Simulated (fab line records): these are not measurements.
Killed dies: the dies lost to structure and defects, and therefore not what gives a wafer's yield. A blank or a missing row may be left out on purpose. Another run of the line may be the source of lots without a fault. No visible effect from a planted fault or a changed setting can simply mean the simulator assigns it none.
Which tool is to blame?	flow berkeley-cmos170	14 lots, 42 wafers sampled, at 4 steps of a route of 331

## WHAT EACH GAUGE READ, for each wafer
UCB170_ACTIVE_THK_MEAS_03. Usual: ACTIVE_OXIDE_THK typically reads 26.4 nm, with standard deviation 0.49.
lot	measured	on	ACTIVE_OXIDE_THK (nm)	flag
L846	day 3 22:34	film-metro-04	26.9 26.8 26.9	
L848	day 4 03:08	film-metro-01	26.4 26.1 26.5	
L849	day 4 16:41	film-metro-02	25.9 25.5 25.6	
L850	day 4 16:41	film-metro-01	26.8 26.2 26.4	
L851	day 5 07:13	film-metro-02	26.9 26.8 27.4	
L852	day 5 07:13	film-metro-01	27.3 27.5 27.5	
L855	day 6 03:01	film-metro-02	26.1 26.6 26.1	
L854	day 6 03:03	film-metro-01	26.1 25.9 25.6	
L856	day 6 03:05	film-metro-02	25.9 26.4 26.3	
L857	day 6 03:05	film-metro-01	26.2 26.6 26.3	
L859	day 7 05:16	film-metro-01	26.2 26.2 26.1	
L862	day 7 07:34	film-metro-01	26.5 26.8 27.1	
L865	day 8 02:37	film-metro-01	27.1 26.7 26.8	
L869	day 8 14:30	film-metro-02	26.1 25.9 25.9	

UCB170_FIELD_THK_MEAS_90. Usual: FIELD_OXIDE_LEFT_1_THK typically reads 441 nm, with standard deviation 13.
lot	measured	on	FIELD_OXIDE_LEFT_1_THK (nm)	flag
L846	day 4 21:37	film-metro-02	450 452 447	
L848	day 5 05:35	film-metro-03	425 425 425	
L849	day 5 20:29	film-metro-03	443 435 446	
L850	day 5 20:29	film-metro-02	445 437 440	
L851	day 6 09:08	film-metro-03	438 427 433	
L852	day 6 09:05	film-metro-03	455 459 450	
L855	day 7 04:02	film-metro-02	473 478 478	
L854	day 7 04:04	film-metro-03	462 462 471	
L856	day 7 04:06	film-metro-04	453 458 449	
L857	day 7 04:02	film-metro-04	446 448 451	
L859	day 8 05:37	film-metro-02	428 431 435	
L862	day 8 05:37	film-metro-04	455 443 453	
L865	day 8 23:33	film-metro-02	438 444 438	
L869	day 9 12:40	film-metro-04	417 420 429	

UCB170_NVT_OVL_MEAS_06. Usual: NVT_OVL typically reads 2 nm, with standard deviation 5.
lot	measured	on	NVT_OVL (nm)	flag
L846	day 5 13:34	overlay-01	5 7 13	
L848	day 5 21:28	overlay-01	-2 -3 -2	
L849	day 6 12:34	overlay-01	7 13 12	
L850	day 6 12:20	overlay-01	-2 -1 -2	
L851	day 7 00:45	overlay-01	-1 4 2	
L852	day 7 01:05	overlay-02	3 5 5	
L855	day 7 16:40	overlay-02	6 12 5	
L854	day 7 16:57	overlay-02	-2 11 1	
L856	day 7 17:35	overlay-01	-7 -5 -2	
L857	day 7 17:19	overlay-01	269 276 274	OFF
L859	day 8 19:29	overlay-02	279 271 277	OFF
L862	day 8 19:46	overlay-01	3 2 7	
L865	day 9 14:31	overlay-01	-1 -1 7	
L869	day 9 22:59	overlay-01	1 -7 -6	

## WHAT TOOL EACH LOT RAN ON (gives the tool, then ch and the chambers of the sampled wafers, and finally the start)
lot	UCB170_NVT_EXPOSE_03
L846	krf-scanner-02 ch 0, day 5 13:02
L848	krf-scanner-02 ch 0, day 5 21:04
L849	krf-scanner-02 ch 0, day 6 11:45
L850	krf-scanner-01 ch 0, day 6 11:31
L851	krf-scanner-02 ch 0, day 7 00:21
L852	krf-scanner-01 ch 0, day 7 00:36
L855	krf-scanner-02 ch 0, day 7 15:41
L854	krf-scanner-01 ch 0, day 7 15:59
L856	krf-scanner-01 ch 0, day 7 16:25
L857	krf-scanner-02 ch 0, day 7 16:10
L859	krf-scanner-02 ch 0, day 8 18:54
L862	krf-scanner-01 ch 0, day 8 19:08
L865	krf-scanner-01 ch 0, day 9 14:08
L869	krf-scanner-01 ch 0, day 9 22:23
- UCB170_NVT_EXPOSE_03: exposes mask PWELL, target cd 3000 nm.

## AS READ BY THE TOOLS THEMSELVES (means over the sampled wafers that have a number; for cases with no such wafer, the mark the record gives instead)
The record holds no such reading with a usual standard deviation.

## THE ANSWER, worked out from the rows above alone
Rule: a lot counts as off when the mean over its wafers that have a number is more than 3 standard deviations away from the usual mean. A lot without any number at a reading at which 4 lots or more have one is off too. The other lots that the step has rows for count as sound. Order of review: gauges by route order, followed by the tools' own readings, for which a lot's mean as printed above is used. The first step at which some lot is off is used, and at that step the reading that is off furthest; a lot without a number counts as furthest.
Off: L857, L859, seen at UCB170_NVT_OVL_MEAS_06 (NVT_OVL).
If a tool, at a process step before that reading, ran all the lots that are off and no sound lot after the first of them, it fits. Those tools and the gauges at UCB170_NVT_OVL_MEAS_06 are tried in the same way. One candidate fits, namely krf-scanner-02 at UCB170_NVT_EXPOSE_03. A fault onset in the window from L855 (day 7 15:41, its last sound lot) to L857 (day 7 16:10, its first lot off) fits.

## WHAT HAD BEEN PUT IN BY THE SIMULATOR
Scanner matching overlay: krf-scanner-02, from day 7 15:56 on, at UCB170_NVT_EXPOSE_03. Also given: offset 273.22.
Shown lots that were struck: L857, L859. Same finding as the rule above.
